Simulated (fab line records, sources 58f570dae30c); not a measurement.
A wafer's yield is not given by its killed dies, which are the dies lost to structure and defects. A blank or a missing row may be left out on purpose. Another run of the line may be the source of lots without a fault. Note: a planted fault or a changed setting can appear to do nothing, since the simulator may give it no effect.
A lot that was struck, set against a sound lot    flow berkeley-cmos170    15 out of 331 route steps
Sound: wafers L417.3, L417.5, L417.6. Struck: wafers L418.1, L418.3, L418.5. The cause comes at the end.
Order at every step that has rows: each side's tool, ch and its chambers, its first start. Under that, the readings that differ: sound wafers    struck wafers    difference of the means    sigmas: that difference in standard deviations of wafers without a fault.
alike: a reading whose means differ by less than 2 such deviations, as well as words and numbers matching on both sides. not compared: withheld readings; readings where some wafer has no value; bounds like >300 that might hide an equal value; numbers whose values overlap and for which the record gives no deviation.
Wherever a step has rows on one side only, a row that says differs or no value, or a row with sigmas, the two part there. Numbers that have no deviation but don't overlap get no sigmas and don't part them. A reading that every wafer of one side lacks parts them only if that side has two wafers or more.

UCB170_SPACER_CVD_00: deposits SiO2 from TEOS/O2, target thk 376 nm, time 47 s.
  sound on pecvd-04 ch 0,2, day 7 05:58; struck on pecvd-04 ch 1,2, day 7 18:15
  alike: heater-power-w, susceptor-temp-C
UCB170_SPACER_THK_MEAS_01:
  struck on film-metro-04, day 7 18:17; sound on film-metro-02, day 7 06:02
  alike: SPACER_TEOS_THK
then, 1 step without rows for these wafers: UCB170_SPACER_ANNEAL_02 (time 1800 s).
UCB170_SPACER_ETCHBACK_03: etches SiO2 in CHF3/CF4/Ar, stops on Si, target depth 376 nm, time 100 s.
  sound on rie-diel-04 ch 2,3, day 7 10:38; struck on rie-diel-04 ch 0,1, day 7 20:43
  alike: drypump-motor-current-A, oes-product-au, throttle-valve-pct
  not compared: rf-hours-counter-h
then, 6 steps without rows for these wafers: UCB170_PSD_HMDS_00 (prime time 60 s); UCB170_PSD_COAT_01 (resist thk 900 nm); UCB170_PSD_SOFTBAKE_02 (time 60 s); UCB170_PSD_EXPOSE_03 (exposes mask PSELECT MOD, target cd 1200 nm); UCB170_PSD_PEB_04; UCB170_PSD_DEVELOP_05 (develop time 45 s).
UCB170_PSD_CD_MEAS_06: the cd target is 1200 nm.
  struck on cd-sem-02, day 7 22:17; sound on cd-sem-02, day 7 12:02
reading     sound                 struck                difference  sigmas
cd-nm (nm)  1197.8 1197.8 1197.6  1203.6 1202.7 1202.8  +5.3        +4
UCB170_PSD_OVL_MEAS_07:
  struck on overlay-01, day 7 22:24; sound on overlay-02, day 7 12:07
  alike: PSD_OVL
UCB170_PSD_IMPLANT_08:
  sound on implanter-03 ch 0, day 7 12:12; struck on implanter-03 ch 0, day 7 22:26
reading                    sound                 struck                difference  sigmas
beam-energy-keV            19.988 19.995 19.990  19.810 19.805 19.799  -0.186      -29
model.implant.drp-nm (nm)  28.34 28.34 28.34     28.14 28.14 28.14     -0.20       
UCB170_PSD_STRIP_09: strips in O2.
  sound on plasma-asher-01 ch 0,1, day 7 12:20; struck on plasma-asher-01 ch 0,1, day 7 22:35
reading                       sound              struck             difference  sigmas
strip-time-to-endpoint-s (s)  29.63 29.69 29.65  29.48 29.60 29.52  -0.12       -2
  alike: drypump-motor-current-A, oes-product-au
  not compared: rf-hours-counter-h
following that, these wafers have no rows for 1 step: UCB170_M3_PROBE_99.

WHERE THEY PART
Last at UCB170_PSD_STRIP_09 as far as this record goes, first at UCB170_PSD_CD_MEAS_06.

WHY: what had been put in by the simulator
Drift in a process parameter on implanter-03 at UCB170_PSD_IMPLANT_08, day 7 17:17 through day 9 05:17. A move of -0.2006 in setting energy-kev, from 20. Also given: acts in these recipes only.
